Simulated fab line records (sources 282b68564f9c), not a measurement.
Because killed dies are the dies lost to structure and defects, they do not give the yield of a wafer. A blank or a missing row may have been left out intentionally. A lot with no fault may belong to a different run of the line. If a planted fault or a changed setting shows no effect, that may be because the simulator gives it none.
One fault seen from 2 desks | flow ritCmos | what lay behind the numbers comes last; until then each desk has only its own

## THE TOOL OWNER'S DESK: rieSi-01
The tool's own readings at RIT_GATE_ETCH_19 (etches poly-Si in SF6/CHF3/O2, stops on SiO2, time 165 s, target depth 312.5 nm): means of the sampled wafers that have a number, for each lot that ran on this tool. The brackets show how far a lot's mean lies from the usual mean; more than 4 standard deviations puts the lot out of limits, marked OUT.
Columns: A = CHF3_flow_sccm at RIT_GATE_ETCH_19, usual 30.01 sccm; B = drypumpMotorCurrentA at RIT_GATE_ETCH_19, usual 5.6 A; C = oesProductAu at RIT_GATE_ETCH_19, usual 0.843 a.u.; D = throttleValvePct at RIT_GATE_ETCH_19, usual 10.26 %
lot  | first seen here | A     | B   | C                | D
L435 | day 3 13:42     | 30.09 | 5.5 | 0.846            | 10.23
L437 | day 4 04:22     | 29.94 | 5.3 | 0.838            | 10.30
L447 | day 6 06:19     | 29.98 | 5.6 | 0.774 (-5.3) OUT | 10.32
L449 | day 6 13:49     | 30.01 | 5.7 | 0.786 (-4.4) OUT | 10.24
L451 | day 6 23:04     | 29.99 | 5.6 | 0.796            | 10.22
This desk's finding: out of limits on L447, L449; first on L447, day 6 06:19 (oesProductAu at RIT_GATE_ETCH_19). Within limits: L435, L437, L451.

## AT THE METROLOGY DESK
What the gauges read for every lot (on any tool): the sampled wafers with a number, averaged. The brackets show how far a lot's mean lies from the usual mean; more than 4 standard deviations puts the lot out of limits, marked OUT.
Columns: A = GATE_OXIDE_THK at RIT_GATE_THK_MEAS_07, usual 3.04 nm; B = GATE_POLY_THK at RIT_GATE_THK_MEAS_09, usual 249.4 nm; C = cdNm at RIT_GATE_CD_MEAS_16, usual 150.6 nm; D = GATE_OVL at RIT_GATE_OVL_MEAS_17, usual 0.0 nm
lot  | first seen here | A    | B     | C     | D
L435 | day 3 10:36     | 3.00 | 247.8 | 151.5 | -0.9
L436 | day 3 16:47     | 3.07 | 253.1 | 153.1 | -2.0
L437 | day 4 01:22     | 3.06 | 248.5 | 148.2 | 0.4
L444 | day 5 10:18     | 3.04 | 246.3 | 149.6 | 0.0
L447 | day 6 03:10     | 2.91 | 248.8 | 151.9 | 1.4
L449 | day 6 10:38     | 3.12 | 251.0 | 151.8 | 1.3
L451 | day 6 20:02     | 3.11 | 247.4 | 149.5 | 0.2
This desk's verdict: no lot among the 7 shows anything out of limits.

## ALL TOGETHER
The tool owner's desk had the chance to raise an alarm at day 6 06:19 on L447, L449.
Metrology desk: nothing out of limits seen.
The metrology desk holds a record of L447, L449, inside its limits.
All the named lots went through RIT_GATE_ETCH_19 on rieSi-01.

## WHAT HAD BEEN PUT IN BY THE SIMULATOR
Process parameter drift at RIT_GATE_ETCH_19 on rieSi-01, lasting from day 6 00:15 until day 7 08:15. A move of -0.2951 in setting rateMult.
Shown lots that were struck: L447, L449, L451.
Time in hours from fault onset to the first out-of-limits reading at each desk: the tool owner's desk, 6.
